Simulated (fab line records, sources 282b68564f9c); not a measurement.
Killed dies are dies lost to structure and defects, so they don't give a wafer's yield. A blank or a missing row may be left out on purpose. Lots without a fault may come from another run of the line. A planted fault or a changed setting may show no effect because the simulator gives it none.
A struck lot beside a sound one | flow rit_cmos | 14 steps out of a route of 202
Sound: wafers L327.2, L327.3, L327.6. Struck: wafers L337.1, L337.5, L337.6. The cause comes at the end.
At each step with rows: each side's tool, then ch and its chambers, then its first start. Under that, the readings that differ: sound wafers | struck wafers | difference of the means | sigmas: that difference in standard deviations of wafers without a fault.
alike: readings whose means differ by less than 2 such deviations, and words and numbers that are the same on both sides. not compared: withheld readings, readings that some wafer has no value for, bounds like >300 that may hide the same value, and numbers for which the record gives no deviation and whose values overlap.
The two part at a step that has a row with sigmas, a row that says differs or no value, or rows on one side only. Numbers that don't overlap but have no deviation are shown without sigmas and don't part them. A reading that every wafer of one side lacks parts them only if that side has two wafers or more.

first, 1 step without rows for these wafers: RIT_GATE_HARDBAKE_18 (time 60 s).
RIT_GATE_ETCH_19: etches poly-Si in SF6/CHF3/O2, stops on SiO2, time 165 s, target depth 312.5 nm.
  sound on rie_si-01 ch 0,1, day 3 06:40; struck on rie_si-01 ch 0,2,3, day 5 09:02
  reading                      | sound          | struck         | difference | sigmas
  he_backside_leak_sccm (sccm) | 2.81 3.24 3.18 | 2.45 2.47 2.56 | -0.58      | -2
  alike: drypump_motor_current_A, oes_product_au, throttle_valve_pct
  not compared: rf_hours_counter_h
RIT_GATE_STRIP_20: strips in O2, time 180 s.
  sound on plasma_asher-03 ch 0,1, day 3 06:46; struck on plasma_asher-01 ch 0,1, day 5 09:08
  reading                     | sound       | struck      | difference | sigmas
  drypump_motor_current_A (A) | 6.7 6.7 6.4 | 5.7 5.7 5.2 | -1.1       | -2
  alike: rf_refl_power_W
  not compared: rf_hours_counter_h
RIT_GATE_CD_MEAS_90: target cd 150 nm.
  sound on cd_sem-01, day 3 06:58; struck on cd_sem-02, day 5 09:19
  alike: cd_nm
then, 4 steps without rows for these wafers: RIT_REOX_CLEAN_00 (cleans in SC1, time 600 s); RIT_REOX_CLEAN_01 (cleans in dHF, time 30 s); RIT_REOX_CLEAN_02 (cleans in SC2, time 600 s); RIT_REOX_OXIDATION_03 (target thk 25.2 nm, ox time 5580 s).
RIT_REOX_THK_MEAS_04:
  sound on film_metro-03, day 3 10:00; struck on film_metro-01, day 5 12:21
  alike: REOX_OXIDE_THK
then, 3 steps without rows for these wafers: RIT_NLDD_HMDS_00 (prime time 60 s); RIT_NLDD_COAT_01 (resist thk 1000 nm); RIT_NLDD_SOFTBAKE_02 (time 60 s).
RIT_NLDD_EXPOSE_03: exposes mask M7, target cd 40700 nm.
  sound on iline_stepper-01 ch 0, day 3 10:31; struck on iline_stepper-02, day 5 12:52
  no value came back on the struck wafers for exposure_dose_mJ_cm2, focus_offset_nm (nm), stage_vel_mm_s (mm/s); on the sound wafers exposure_dose_mJ_cm2 reads 249.83 249.62 249.47
  alike: mask
then, 1 step without rows for these wafers: RIT_NLDD_PEB_04.

WHERE THEY PART
First at RIT_GATE_ETCH_19; last, within this record, at RIT_NLDD_EXPOSE_03.

WHY: what the simulator had put in
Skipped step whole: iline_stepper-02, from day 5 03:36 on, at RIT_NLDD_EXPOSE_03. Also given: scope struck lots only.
